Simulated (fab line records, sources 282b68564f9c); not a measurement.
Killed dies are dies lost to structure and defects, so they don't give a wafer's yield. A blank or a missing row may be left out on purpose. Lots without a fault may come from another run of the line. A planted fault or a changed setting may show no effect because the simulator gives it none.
Which tool did it? | flow rit_cmos | 14 lots, 42 wafers sampled, at 2 steps of a route of 202

WHAT THE GAUGES READ, wafer by wafer
RIT_GATE_CD_MEAS_90: target cd 150 nm.
lot  | measured    | on        | cd_nm (nm)
L986 | day 2 18:38 | cd_sem-02 | 144.8 146.5 145.5
L988 | day 3 05:18 | cd_sem-02 | 153.5 152.3 150.8
L989 | day 3 09:50 | cd_sem-02 | 146.3 150.5 148.3
L990 | day 3 13:49 | cd_sem-02 | 148.8 150.2 146.6
L991 | day 3 18:34 | cd_sem-02 | 150.4 147.6 149.3
L993 | day 4 05:55 | cd_sem-02 | 148.6 149.7 148.6
L995 | day 4 15:16 | cd_sem-01 | 150.4 147.0 150.1
L996 | day 4 19:18 | cd_sem-02 | - - -
L997 | day 5 01:20 | cd_sem-01 | - - -
L104 | day 6 12:02 | cd_sem-02 | 149.2 148.1 149.1
L105 | day 6 17:04 | cd_sem-01 | 151.1 153.1 152.9
L106 | day 6 22:11 | cd_sem-01 | 147.6 148.7 149.3
L107 | day 7 03:13 | cd_sem-02 | 150.2 149.7 147.7
L108 | day 7 07:23 | cd_sem-02 | 150.2 151.4 152.7

WHICH TOOL RAN EACH LOT (tool, then ch and the chambers of the sampled wafers, then the start)
lot  | RIT_GATE_ETCH_19
L986 | rie_si-02 ch 0,1,2, day 2 18:21
L988 | rie_si-02 ch 0,2,3, day 3 04:59
L989 | rie_si-01 ch 1,2,3, day 3 09:34
L990 | rie_si-02 ch 0,1,2, day 3 13:31
L991 | rie_si-01 ch 0,2,3, day 3 18:17
L993 | rie_si-01 ch 2,3, day 4 05:35
L995 | rie_si-01 ch 2,3, day 4 14:58
L996 | rie_si-02 ch 0,1,2, day 4 19:00
L997 | rie_si-01 ch 2,3, day 5 01:02
L104 | rie_si-02 ch 1,2, day 6 11:45
L105 | rie_si-02 ch 0,2,3, day 6 16:46
L106 | rie_si-02 ch 1,2,3, day 6 21:52
L107 | rie_si-01 ch 0,1,2, day 7 02:56
L108 | rie_si-02 ch 0,2,3, day 7 07:06
- RIT_GATE_ETCH_19: etches poly-Si in SF6/CHF3/O2, stops on SiO2, time 165 s, target depth 312.5 nm.

WHAT THE TOOLS THEMSELVES READ (means of the sampled wafers that have a number; where no wafer has one, the mark that the record gives instead)
RIT_GATE_ETCH_19.
lot  | tool      | CHF3_flow_sccm (sccm) | O2_flow_sccm (sccm) | drypump_motor_current_A (A) | oes_product_au (a.u.) | throttle_valve_pct (%)
L986 | rie_si-02 | 29.98                 | 4.998               | 5.3                         | 0.852                 | 10.15
L988 | rie_si-02 | 30.04                 | 4.996               | 5.5                         | 0.845                 | 10.15
L989 | rie_si-01 | 30.01                 | 5.006               | 5.7                         | 0.854                 | 10.38
L990 | rie_si-02 | 29.98                 | 4.988               | 5.3                         | 0.841                 | 10.14
L991 | rie_si-01 | 30.01                 | 4.992               | 5.9                         | 0.861                 | 10.36
L993 | rie_si-01 | 30.03                 | 4.989               | 5.6                         | 0.866                 | 10.39
L995 | rie_si-01 | 30.12                 | 5.011               | 5.6                         | 0.867                 | 10.39
L996 | rie_si-02 | -                     | -                   | -                           | -                     | -
L997 | rie_si-01 | -                     | -                   | -                           | -                     | -
L104 | rie_si-02 | 29.96                 | 5.006               | 4.9                         | 0.845                 | 10.21
L105 | rie_si-02 | 30.02                 | 4.997               | 5.5                         | 0.846                 | 10.17
L106 | rie_si-02 | 30.03                 | 4.994               | 5.1                         | 0.853                 | 10.25
L107 | rie_si-01 | 29.99                 | 5.003               | 6.0                         | 0.854                 | 10.36
L108 | rie_si-02 | 29.90                 | 5.006               | 5.5                         | 0.846                 | 10.16

THE ANSWER, worked out from the rows above alone
Rule: what is usual is taken from the lots themselves. Put in order of their means at a reading, lots are off if they are a third of the lots or fewer, leave a main group of 4 or more, and stand apart from it by a gap of 3 or more times the standard deviation of the main group's means; of several such gaps the widest counts. A main group whose means are all the same, to the digits that the tables above print for the reading, isn't used. A lot without any number at a reading at which 4 lots or more have one is off too. The other lots that the step has rows for count as sound. The gauges are gone through in route order, then the tools' own readings, and for those a lot's mean is taken as printed above. The first step at which some lot is off is used, and at that step the reading that is off furthest; a lot without a number counts as furthest.
Off: L996, L997, at RIT_GATE_CD_MEAS_90 (cd_nm). Without a number there: L996, L997. The main group: mean 149.4 nm, standard deviation 1.8.
A tool fits if, at a process step before that reading, it ran every lot that is off, and no sound lot after the first of them. The gauges at RIT_GATE_CD_MEAS_90 aren't tried: what is off there is off at RIT_GATE_ETCH_19 too, on other tools, and a gauge's error can't cause that. None of those tried fits.

WHAT THE SIMULATOR HAD PUT IN
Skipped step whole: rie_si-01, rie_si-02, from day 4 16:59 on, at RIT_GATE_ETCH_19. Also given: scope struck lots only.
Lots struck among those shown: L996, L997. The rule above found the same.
